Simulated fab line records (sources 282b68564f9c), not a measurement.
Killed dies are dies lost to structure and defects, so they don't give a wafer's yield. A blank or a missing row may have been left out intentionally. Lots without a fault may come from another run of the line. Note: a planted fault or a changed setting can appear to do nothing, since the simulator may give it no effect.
Chamber matching -- flow rit-cmos -- 4 sister chambers for RIT_GATE_ETCH_19 on rie-si-02
The step etches poly-Si in SF6/CHF3/O2, stops on SiO2, time 165 s, target depth 312.5 nm. 8 wafers are shown with their chamber, then 9 later ones without.

## WAFERS PAIRED WITH THEIR CHAMBERS
wafer,chamber,throttle-valve-pct (%),oes-product-au (a.u.)
L720.2,3,10.08,0.871
L725.5,0,10.49,0.860
L728.1,1,10.12,0.835
L728.2,3,10.07,0.852
L728.3,2,10.35,0.830
L730.1,1,10.12,0.839
L730.2,2,10.36,0.840
L730.3,0,10.50,0.848

## WAFERS MISSING THEIR CHAMBER
wafer,throttle-valve-pct (%),oes-product-au (a.u.)
L732.2,10.10,0.835
L732.4,10.09,0.870
L732.5,10.09,0.868
L734.1,10.07,0.879
L734.2,10.11,0.848
L734.5,10.07,0.865
L738.3,10.50,0.853
L738.5,10.49,0.855
L738.6,10.06,0.868

## THE CHAMBER EACH PASSED THROUGH
wafer,from the rows above,in truth
L732.2,can't be placed: 1 or 3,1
L732.4,3,3
L732.5,3,3
L734.1,3,3
L734.2,1,1
L734.5,3,3
L738.3,0,0
L738.5,0,0
L738.6,3,3
Placed correctly: 8 of 9. Unplaceable from these rows: 1, with the true chamber sitting among the candidates in 1. 0 placed wrongly.
How it was worked out, from the rows above alone: a wafer's distance from a chamber is the root of the sum, over the readings, of the square of ((its reading less the chamber's mean) divided by the reading's scatter). If the next closest chamber is less than 2 further off than the closest, the wafer can't be placed; otherwise it belongs to the closest. The mean given for a chamber averages the wafers shown for that chamber. The scatter: the root of (the sum of the squares of (reading less its chamber's mean) over the shown wafers, divided by (wafers less chambers)).
